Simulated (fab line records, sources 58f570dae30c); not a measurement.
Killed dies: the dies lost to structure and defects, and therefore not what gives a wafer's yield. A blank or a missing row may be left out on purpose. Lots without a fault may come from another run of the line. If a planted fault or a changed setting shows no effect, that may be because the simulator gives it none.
A struck lot beside a sound one || flow berkeleyCmos170 || 16 steps out of a route of 331
Sound: wafers L990.2, L990.3, L990.6. Struck: wafers L984.3, L984.5. (L984.4 of the same lot was not struck and is left out.) The cause comes at the end.
Each step with rows lists, per side, the tool, then ch with its chambers, then its first start. Under that, the readings that differ: sound wafers || struck wafers || difference of the means || sigmas: that difference in standard deviations of wafers without a fault.
alike: words and numbers the same on both sides, and readings whose means are apart by under 2 such deviations; not compared: readings that were withheld, readings missing a value for some wafer, numbers with overlapping values and no deviation given by the record, and bounds like >300 which may hide the same value.
A row with sigmas, a row that says differs or no value, or rows on one side alone: a step with any of these is where the two part. When numbers do not overlap yet have no deviation, they are printed without sigmas and do not part them. A reading that every wafer of one side lacks parts them only if that side has two wafers or more.

UCB170_V2_CMP_02: polishes SiO2.
  sound on cmp-02 ch 0,2,3, day 10 22:18; struck on cmp-01 ch 0,1, day 9 05:52
  alike: motorCurrentA
UCB170_V2_BOW_MEAS_03:
  sound on filmMetro-02 at day 10 22:37; struck on filmMetro-03 at day 9 06:13
  alike: V2_BOW
UCB170_V2_THK_MEAS_04:
  sound on filmMetro-02 at day 10 22:44; struck on filmMetro-03 at day 9 06:19
  alike: V2_POLISHED_THK
then, 7 steps without rows for these wafers: UCB170_V2_CLEAN_05 (cleans in DIW); UCB170_V2_HMDS_06 (prime time 60 s); UCB170_V2_COAT_07 (resist thk 900 nm); UCB170_V2_SOFTBAKE_08 (time 60 s); UCB170_V2_EXPOSE_09 (exposes mask VIA2, target cd 700 nm); UCB170_V2_PEB_10; UCB170_V2_DEVELOP_11 (develop time 45 s).
UCB170_V2_CD_MEAS_12: the cd target is 700 nm.
  sound on cdSem-01 at day 11 02:55; struck on cdSem-02 at day 9 08:11
  alike: cdNm
UCB170_V2_OVL_MEAS_13:
  sound on overlay-01 at day 11 03:02; struck on overlay-01 at day 9 08:17
  alike: V2_OVL
UCB170_V2_ETCH_14: etches SiO2 in CHF3/CF4/Ar, stops on Al, target depth 1250 nm, time 291 s.
  sound on rieDiel-02 ch 1,3, day 11 03:04; struck on rieDiel-01 ch 1, day 9 08:19
{"reading": "oesProductAu (a.u.)", "sound": "0.865 0.867 0.876", "struck": "0.804 0.816", "difference": -0.059, "sigmas": -5}
{"reading": "overEtchFrac", "sound": "0.25 0.25 0.25", "struck": "0.45514 0.45514", "difference": "+0.20514", "sigmas": ""}
{"reading": "model.KrF_of_V2_COAT_07.thkNm (nm)", "sound": "606.6 605.3 604.3", "struck": "568.8 570.1", "difference": -35.9, "sigmas": ""}
  alike: drypumpMotorCurrentA, rfFwdPowerW, throttleValvePct
  not compared: rfHoursCounterH
UCB170_V2_STRIP_15: strips in O2.
  sound on plasmaAsher-01 ch 0, day 11 03:14; struck on plasmaAsher-02 ch 0, day 9 08:31
{"reading": "stripTimeToEndpointS (s)", "sound": "15.20 15.20 15.18", "struck": "14.35 14.36", "difference": -0.84, "sigmas": -6}
  alike: drypumpMotorCurrentA, o2FlowSccm, oesProductAu
  not compared: rfHoursCounterH
UCB170_V2_CD_MEAS_90: the cd target is 700 nm.
  sound on cdSem-02 at day 11 03:22; struck on cdSem-02 at day 9 08:43
  alike: cdNm
UCB170_M3_PROBE_99:
  the record has rows for the struck wafers here (prober-01, day 9 12:01) and none for the sound ones

## WHERE THEY PART
First at UCB170_V2_ETCH_14; last, within this record, at UCB170_M3_PROBE_99.

WHY: what the simulator had put in
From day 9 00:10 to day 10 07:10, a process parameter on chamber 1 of rieDiel-01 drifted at UCB170_V2_ETCH_14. From 0.25, the setting overEtchFrac moved by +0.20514. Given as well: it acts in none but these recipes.
